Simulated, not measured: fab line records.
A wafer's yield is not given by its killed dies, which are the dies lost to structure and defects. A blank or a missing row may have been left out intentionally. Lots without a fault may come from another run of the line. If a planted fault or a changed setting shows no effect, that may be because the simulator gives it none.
One fault through the eyes of 2 desks | flow rit-cmos | each desk has only its own numbers; what lay behind them comes last

== METROLOGY DESK ==
What the gauges read, lot by lot, whatever tool the lot ran on: means of the sampled wafers that have a number. Marked OUT: a lot whose mean sits more than 4 standard deviations from the usual mean, which makes it out of limits; the brackets give that distance.
Columns: A = CONTACT_TEOS_THK at RIT_CONTACT_THK_MEAS_01, usual 400 nm; B = cd-nm at RIT_CONTACT_CD_MEAS_08, usual 999.4 nm; C = CONTACT_OVL at RIT_CONTACT_OVL_MEAS_09, usual 1.5 nm
lot  | first seen here | A   | B      | C
L215 | day 4 14:14     | 402 | 1001.0 | 2.2
L216 | day 4 19:23     | 398 | 1001.1 | 3.8
L221 | day 5 20:41     | 400 | 1000.6 | 1.3
L223 | day 6 08:44     | 401 | 1003.0 | 2.1
L225 | day 6 15:59     | 403 | 997.8  | 0.2
L226 | day 6 22:35     | 402 | 998.3  | 5.5
L231 | day 8 00:08     | 403 | 997.8  | -1.6
Result from this desk: across the 7 lots, nothing is out of limits.

== DESK OF THE TOOL OWNER: rie-diel-03 ==
The tool's own readings at RIT_CONTACT_ETCH_11 (etches SiO2 in CHF3/CF4/Ar, stops on TiSi2, target depth 480 nm, time 320 s): means of the sampled wafers that have a number, for each lot that ran on this tool. Marked OUT: a lot whose mean sits more than 4 standard deviations from the usual mean, which makes it out of limits; the brackets give that distance.
Columns: A = O2_flow_sccm at RIT_CONTACT_ETCH_11, usual 5.000 sccm; B = drypump-motor-current-A at RIT_CONTACT_ETCH_11, usual 5.7 A; C = oes-product-au at RIT_CONTACT_ETCH_11, usual 0.990 a.u.; D = throttle-valve-pct at RIT_CONTACT_ETCH_11, usual 8.86 %
lot  | first seen here | A     | B   | C     | D
L215 | day 4 15:34     | 5.000 | 5.8 | 0.999 | 8.76
L223 | day 6 10:10     | 5.004 | 5.9 | 0.991 | 8.79
L225 | day 6 17:26     | 5.001 | 5.8 | 0.981 | 8.77
L226 | day 7 00:01     | 4.997 | 5.9 | 0.992 | 8.79
Result from this desk: across the 4 lots, nothing is out of limits.

== ALL TOGETHER ==
The metrology desk saw nothing out of limits.
Nothing out of limits was seen by the tool owner's desk.

== WHAT THE SIMULATOR HAD INSERTED ==
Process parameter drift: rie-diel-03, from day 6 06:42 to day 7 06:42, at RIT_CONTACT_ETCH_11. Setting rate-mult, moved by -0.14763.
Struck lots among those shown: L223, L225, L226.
